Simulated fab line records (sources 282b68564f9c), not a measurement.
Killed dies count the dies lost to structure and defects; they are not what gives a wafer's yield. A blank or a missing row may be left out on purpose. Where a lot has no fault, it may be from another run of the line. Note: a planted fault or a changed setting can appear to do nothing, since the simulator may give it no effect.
fab line records ; flow rit_cmos
record lots=4; wafers=12; last_day=7
route steps=202 shown SDANNEAL@156 SILICIDE@161 CONTACT@168 M1@184
lots that met no fault: taken from a fault-free run of the same line
start_h: hours from the record's first day to the start of the lot's first wafer shown ; wait_h: time in hours since the lot's previous step ; " repeats the value in the row above ; L1.1+2: one row covering several wafers at once ; - value missing, or start not given ; * or withheld: withheld ; < > ~ a bound
route shown NAME@n: names a module that has steps shown in the file, with the first one's number in the route ; usual: mean/standard deviation taken from wafers without a fault ; same: alike in all rows ; chamber/n: place in a boat ; sites: readings site by site ; _std_site: standard deviation across them ; _edge_site: inner sites' mean taken away from outer sites' mean ; radius_mm: for every site, how far away it sits from the centre of the wafer ; mask NAME#n: copy n ; behind: the most recent tool/chamber to have shaped the wafer ; hold: why the lot went on hold/how many hours it stayed there/how the hold came to an end ; device: names the non-switching transistor (n, p or np) ; end of line: tests run on the same wafers once the route is complete ; for a step that has no rows: nothing shown but its recipe ; killed: count of dies lost to structure and defects at first sort (not the wafer's yield) ; map: a wafer's dies, marking killed ones x, the rest . and places with no die _
set.NAME: the setting that was run; set.NAME@STEP: the one run at that earlier step ; model.NAME: the simulator's own value behind a step, which no gauge read
a table for each step, a row for each wafer; lots at some steps of the route
services: the hour from which a tool's chamber was out of use, counted from the record's first day as start_h (under 0 if before that day), plus the number of hours and why
## steps
# step RIT_SDANNEAL_RTA_03
# recipe temp_c=1050; time_s=5; idle_temp_c=600; ramp_up_c_per_s=342; ramp_down_c_per_s=171; cool_to_c=600; ambient=N2
# step RIT_SILICIDE_WET_ETCH_00
# recipe chemistry=BOE; target=SiO2; target_depth_nm=14; time_s=15; dry=n2_spin; dilution=10:1; temp_c=21.5
# step RIT_SILICIDE_SPUTTER_01
# recipe material=Ti; target_thk_nm=30; power_w=350; chamber_pressure_pa=0.667; gas=Ar; time_s=240; substrate_temp_c=25
# step RIT_SILICIDE_RTA_04
# recipe temp_c=650; time_s=10; idle_temp_c=25; ramp_up_s=5; ramp_down_s=5; cool_to_c=25; ambient=N2
# step RIT_SILICIDE_WET_ETCH_05
# recipe chemistry=SPM; target=Ti; temp_c=90; time_s=120; dry=n2_spin
# step RIT_SILICIDE_RTA_06
# recipe temp_c=750; time_s=10; idle_temp_c=25; ramp_up_s=5; ramp_down_s=10; cool_to_c=25; ambient=N2
# step RIT_CONTACT_CVD_00
# recipe material=SiO2; target_thk_nm=400; precursor=TEOS; temp_c=390; time_s=61; rf_w=400
# usual heater_power_w=356/65; run_length_s=88.7/0.72
lot.wafer;tool;chamber;start_h;wait_h;heater_power_w;run_length_s;model.SiO2_of_CONTACT_CVD_00.thk_nm
L828.1;pecvd-04;2;50.03;0.1;362;88.1;405.3
L828.3;pecvd-04;0;50.03;0.1;355;88.6;400.3
L828.6;pecvd-04;1;50.03;0.1;345;87.5;401.3
L840.1;pecvd-04;0;109.73;0.1;399;88.1;398.2
L840.3;pecvd-04;1;109.73;0.1;359;75.3;324.1
L840.6;pecvd-04;0;109.73;0.1;420;88.4;405.6
L843.2;pecvd-04;2;126.01;0.0;321;89.0;399.6
L843.3;pecvd-04;1;126.01;0.0;338;75.2;319.4
L843.6;pecvd-04;0;126.01;0.0;410;88.3;403.9
L850.2;pecvd-03;1;162.45;0.0;486;87.9;392.3
L850.3;pecvd-03;0;162.45;0.0;340;88.4;395.4
L850.4;pecvd-03;2;162.45;0.0;293;89.6;392.7
# step RIT_CONTACT_THK_MEAS_01
# recipe reads=SiO2_of_CONTACT_CVD_00
# usual CONTACT_TEOS_THK=402/5.5
lot.wafer;tool;chamber;start_h;wait_h;CONTACT_TEOS_THK[nm]
L828.1;film_metro-01;-;50.08;0.0;406
L828.3;film_metro-01;-;50.08;0.0;400
L828.6;film_metro-01;-;50.08;0.0;401
L840.1;film_metro-01;-;109.78;0.0;398
L840.3;film_metro-01;-;109.78;0.0;324
L840.6;film_metro-01;-;109.78;0.0;406
L843.2;film_metro-01;-;126.07;0.0;399
L843.3;film_metro-01;-;126.07;0.0;320
L843.6;film_metro-01;-;126.07;0.0;404
L850.2;film_metro-04;-;162.51;0.0;392
L850.3;film_metro-04;-;162.51;0.0;395
L850.4;film_metro-04;-;162.51;0.0;392
# step RIT_CONTACT_HMDS_02
# recipe prime_time_s=60; prime_temp_c=140
# step RIT_CONTACT_COAT_03
# recipe resist=NOVOLAK; spin_rpm=3250; resist_thk_nm=983.7
# step RIT_CONTACT_SOFTBAKE_04
# recipe resist=NOVOLAK; temp_c=90; time_s=60
# step RIT_CONTACT_EXPOSE_05
# recipe mask_id=M11; na=0.6; source_shape=conventional; sigma_outer=0.5; target_cd_nm=1000; dose_mj=250
# step RIT_CONTACT_PEB_06
# recipe resist=NOVOLAK; temp_c=withheld; time_s=withheld
# step RIT_CONTACT_DEVELOP_07
# recipe resist=NOVOLAK; develop_time_s=120; dev_temp_c=23
# step RIT_CONTACT_HARDBAKE_10
# recipe resist=NOVOLAK; temp_c=140; time_s=60
# step RIT_CONTACT_ETCH_11
# recipe target_depth_a=4800; over_etch_frac=0.2; stop_on=TiSi2; chemistry=CHF3/CF4/Ar; target=SiO2; CHF3_flow_sccm=50; cf4_flow_sccm=10; Ar_flow_sccm=100; O2_flow_sccm=5; pressure_mtorr=100; rf_w=200; time_s=320
# usual drypump_motor_current_A=5.7/0.37; oes_product_au=0.985/0.017; throttle_valve_pct=8.90/0.11
lot.wafer;tool;chamber;start_h;wait_h;drypump_motor_current_A;oes_product_au;rf_hours_counter_h;throttle_valve_pct;model.etch.depth_nm;model.CONTACT.feature_depth_nm
L828.1;rie_diel-02;1;51.58;0.1;5.7;0.989;29;9.01;405.3;405.3
L828.3;rie_diel-02;3;51.58;0.1;6.2;0.991;44;8.86;400.3;400.3
L828.6;rie_diel-02;3;51.58;0.1;6.2;0.984;-;8.86;401.3;401.3
L840.1;rie_diel-01;1;111.11;0.1;5.2;0.986;13;8.82;398.2;398.2
L840.3;rie_diel-01;3;111.11;0.1;5.7;0.970;32;8.87;324.1;324.1
L840.6;rie_diel-01;0;111.11;0.1;5.6;0.990;-;9.01;405.6;405.6
L843.2;rie_diel-01;3;127.40;0.1;5.6;0.976;33;8.86;399.6;399.6
L843.3;rie_diel-01;2;127.40;0.1;6.1;1.010;74;9.06;319.4;319.4
L843.6;rie_diel-01;2;127.40;0.1;6.2;1.021;-;9.07;403.9;403.9
L850.2;rie_diel-03;0;163.87;0.1;5.6;0.995;5;9.00;392.3;392.3
L850.3;rie_diel-03;2;163.87;0.1;5.2;0.980;13;8.84;395.4;395.4
L850.4;rie_diel-03;1;163.87;0.1;6.0;0.964;9;8.82;392.7;392.7
# step RIT_CONTACT_STRIP_12
# recipe chemistry=O2; time_s=180; resist=NOVOLAK; platen_temp_c=withheld; power_w=500; pressure_mtorr=4000; o2_flow_sccm=4000
# step RIT_CONTACT_CLEAN_13
# recipe chemistry=SC1; mix=3:3:50; time_s=600; temp_c=75
# step RIT_CONTACT_CLEAN_14
# recipe chemistry=SC2; mix=3:3:50; time_s=600; temp_c=75; dry=n2_spin
# step RIT_M1_SPUTTER_00
# recipe material=Al; target_thk_nm=400; power_w=2000; chamber_pressure_pa=0.4; gas=Ar; time_s=500; substrate_temp_c=25
# step RIT_M1_HMDS_03
# recipe prime_time_s=60; prime_temp_c=140
# step RIT_M1_COAT_04
# recipe resist=NOVOLAK; spin_rpm=2000; resist_thk_nm=1300
# step RIT_M1_SOFTBAKE_05
# recipe resist=NOVOLAK; temp_c=89.34; time_s=60
# step RIT_M1_EXPOSE_06
# recipe mask_id=M12; na=0.6; source_shape=conventional; sigma_outer=0.5; target_cd_nm=2600; dose_mj=250
# step RIT_M1_PEB_07
# recipe resist=NOVOLAK; temp_c=withheld; time_s=withheld
# step RIT_M1_DEVELOP_08
# recipe resist=NOVOLAK; develop_time_s=68; dev_temp_c=23
# step RIT_M1_HARDBAKE_11
# recipe resist=NOVOLAK; temp_c=140; time_s=120
# step RIT_M1_METAL_ETCH_12
# recipe stop_on=SiO2; chemistry=Cl2/BCl3; target=Al; time_s=165; over_etch_frac=0.5; pressure_mtorr=100; target_depth_a=6000; rf_w=257; Cl2_flow_sccm=60; bcl3_flow_sccm=50
# usual drypump_motor_current_A=5.9/0.4; oes_product_au=0.772/0.012; throttle_valve_pct=8.26/0.08
lot.wafer;tool;chamber;start_h;wait_h;drypump_motor_current_A;oes_product_au;rf_hours_counter_h;throttle_valve_pct;model.SiO2_of_CONTACT_CVD_00.thk_nm
L828.1;rie_metal-03;0;54.18;0.2;6.2;0.792;36;8.35;367.2
L828.3;rie_metal-03;0;54.18;0.2;6.1;0.788;-;8.36;362.2
L828.6;rie_metal-03;1;54.18;0.2;6.0;0.793;-;8.25;364.1
L840.1;rie_metal-03;0;113.72;0.2;6.1;0.766;37;8.35;359.7
L840.3;rie_metal-03;0;113.72;0.2;6.2;0.767;-;8.35;285.9
L840.6;rie_metal-03;1;113.72;0.2;6.0;0.760;-;8.23;368.1
L843.2;rie_metal-03;0;130.02;0.2;6.2;0.774;37;8.36;361.6
L843.3;rie_metal-03;0;130.02;0.2;6.2;0.773;-;8.36;281.4
L843.6;rie_metal-03;1;130.02;0.2;6.0;0.774;-;8.23;366.9
L850.2;rie_metal-02;1;166.48;0.2;5.6;0.790;4;8.30;354.5
L850.3;rie_metal-02;1;166.48;0.2;5.6;0.767;-;8.29;357.6
L850.4;rie_metal-02;0;166.48;0.2;6.6;0.768;-;8.12;355.8
# step RIT_M1_STRIP_13
# recipe chemistry=nmp; resist=NOVOLAK; temp_c=80; time_s=600; dry=n2_spin
# step RIT_M1_PROBE_99
# usual killed_at_contacts=0.1/0.27; killed_at_front_end=7.2/2.9; killed_dies=7.3/2.9; killed_open=3.6/1.9; killed_short=3.8/1.9
# same gross_dies=264; killed_at_M0_to_M3=0; killed_at_M4_up=0; killed_at_back_side=0; killed_at_other=0
lot.wafer;tool;chamber;start_h;wait_h;killed_at_contacts;killed_at_front_end;killed_dies;killed_open;killed_short;model.etest.field_p_metal.vt_v;model.etest.nmos_0p15.junction_log10_a_um;model.etest.nmos_narrow.off_log10_a_um;model.etest.nmos_0p3.off_log10_a_um;model.etest.gate_end_array.leak_log10_a_um;model.etest.antenna_contact.vt_shift_v
L828.1;prober-02;-;59.91;0.1;0;5;5;1;4;-29.5;-13.52;-13.16;-13.05;-12.81;-0.008736
L828.3;prober-02;-;60.01;0.2;0;9;9;6;3;-29.28;-13.53;-13.3;-13.13;-12.93;-0.009998
L828.6;prober-02;-;60.16;0.2;0;12;12;4;8;-28.88;-13.47;-13.19;-13.1;-12.85;-0.008232
L840.1;prober-01;-;116.04;0.1;0;5;5;2;3;-29.43;-13.57;-13.11;-13.08;-12.98;-0.01178
L840.3;prober-01;-;116.14;0.2;0;5;5;3;2;-25.55;-13.01;-12.78;-12.79;-12.66;-0.02202
L840.6;prober-01;-;116.29;0.2;0;13;13;9;4;-29.75;-13.6;-13.25;-13.08;-12.86;-0.01221
L843.2;prober-02;-;132.33;0.1;0;6;6;3;3;-28.16;-13.4;-13.18;-13.07;-12.88;-0.009587
L843.3;prober-02;-;132.38;0.2;1;7;8;5;3;-24.71;-12.91;-12.89;-12.85;-12.73;-0.01666
L843.6;prober-02;-;132.53;0.2;0;6;6;4;2;-28.35;-13.55;-13.27;-13.03;-12.83;-0.008734
L850.2;prober-01;-;168.79;0.1;0;6;6;5;1;-29.71;-13.51;-13.15;-13.07;-12.92;-0.0125
L850.3;prober-01;-;168.84;0.2;0;4;4;2;2;-29.84;-13.53;-13.23;-13.18;-13.01;-0.01082
L850.4;prober-01;-;168.89;0.2;0;16;16;9;7;-30.05;-13.37;-13.36;-13.21;-12.93;-0.01273
# killed by level:class
L828.1 GATE:geometric_particle:short=4 GATE:geometric_particle:open=1
L828.3 GATE:geometric_particle:open=2 GATE:geometric_particle:short=2 REOX:geometric_particle:open=2 FOX1:geometric_particle:open=1 SPACER:geometric_particle:short=1 SILICIDE:geometric_particle:open=1
L828.6 REOX:geometric_particle:short=3 SPACER:geometric_particle:short=3 SPACER:geometric_particle:open=3 FOX2:geometric_particle:open=1 GATE:geometric_particle:short=1 SILICIDE:geometric_particle:short=1
L840.1 GATE:geometric_particle:short=2 FOX1:geometric_particle:short=1 REOX:geometric_particle:open=1 SILICIDE:geometric_particle:open=1
L840.3 GATE:geometric_particle:open=2 GATE:geometric_particle:short=2 REOX:geometric_particle:open=1
L840.6 REOX:geometric_particle:open=4 GATE:geometric_particle:open=3 SPACER:geometric_particle:short=2 FOX1:geometric_particle:short=1 FOX2:geometric_particle:open=1 SPACER:geometric_particle:open=1 SILICIDE:geometric_particle:short=1
L843.2 GATE:geometric_particle:short=2 FOX1:geometric_particle:open=1 SPACER:geometric_particle:open=1 SPACER:geometric_particle:short=1 SILICIDE:geometric_particle:open=1
L843.3 GATE:geometric_particle:open=4 GATE:geometric_particle:short=1 SPACER:geometric_particle:short=1 SILICIDE:geometric_particle:short=1 CONTACT:geometric_particle:open=1
L843.6 REOX:geometric_particle:open=2 FOX1:geometric_particle:short=1 GATE:geometric_particle:open=1 SILICIDE:geometric_particle:short=1 SILICIDE:geometric_particle:open=1
L850.2 GATE:geometric_particle:open=3 SPACER:geometric_particle:open=2 SILICIDE:geometric_particle:short=1
L850.3 GATE:geometric_particle:open=1 GATE:geometric_particle:short=1 REOX:geometric_particle:short=1 SPACER:geometric_particle:open=1
L850.4 GATE:geometric_particle:open=4 FOX2:geometric_particle:open=2 GATE:geometric_particle:short=2 SPACER:geometric_particle:open=2 SPACER:geometric_particle:short=2 FOX1:geometric_particle:short=1 FOX2:geometric_particle:short=1 REOX:geometric_particle:short=1
## services
tool;chamber;start_h;hours;kind
rie_diel-02;0;32.96;7.6;repair
rie_metal-03;-;45.42;2.8;pm
rie_diel-02;2;47.53;3.1;repair
rie_diel-02;0;54.83;2.9;repair
pecvd-03;2;59.32;6.2;repair
rie_diel-03;1;76.94;5.7;repair
rie_diel-01;2;77.17;2.2;repair
rie_diel-02;1;86.78;10.0;repair
rie_diel-01;2;89.83;1.3;repair
rie_diel-02;3;92.04;7.8;repair
rie_diel-03;2;116.15;2.5;repair
rie_diel-03;-;120.86;4.3;pm
rie_metal-02;-;132.35;1.4;pm
pecvd-04;-;132.78;1.5;repair
rie_diel-01;0;135.18;18.1;repair
rie_metal-03;-;136.12;20.0;pm
rie_metal-03;0;136.12;20.0;vent_cycle
rie_metal-03;1;136.12;20.0;vent_cycle
rie_diel-03;3;146.38;4.0;repair
rie_diel-02;0;147.44;1.9;repair
rie_metal-03;0;156.12;-;clean
rie_metal-03;1;156.12;-;clean
## key
first_sign step=RIT_CONTACT_CVD_00; reading=run_length_s; direction=down; sigmas=19; usual=*; struck=*
effect step=RIT_CONTACT_THK_MEAS_01; reading=CONTACT_TEOS_THK; direction=down; sigmas=15; usual=402; struck=322
model_effect step=RIT_CONTACT_CVD_00; value=SiO2_of_CONTACT_CVD_00.thk_nm; without=400.5; struck=321.7
model_effect step=RIT_CONTACT_ETCH_11; value=etch.depth_nm; without=400.5; struck=321.7
model_effect step=RIT_M1_METAL_ETCH_12; value=SiO2_of_CONTACT_CVD_00.thk_nm; without=362.4; struck=283.6
model_effect step=RIT_M1_PROBE_99; value=etest.field_p_metal.vt_v; without=-29.02; struck=-25.13
met_at RIT_CONTACT_CVD_00
struck_wafers L840.3,L843.3
tester_left_out L840,L843
onset_between 50.03 109.73
fault kind=process_parameter_drift; tool=pecvd-04; chamber=1; onset_h=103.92; steps=RIT_CONTACT_CVD_00; channel=time_s; offset=*; shape=step; end_h=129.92; stated=*
# tester_left_out: of these lots the tester's yield and bins aren't shown, on N5 and GAA mostly nor the transistor test; their killed dies are dies lost to structure and defects alone, not to doping, threshold or leakage, so they don't give the yield
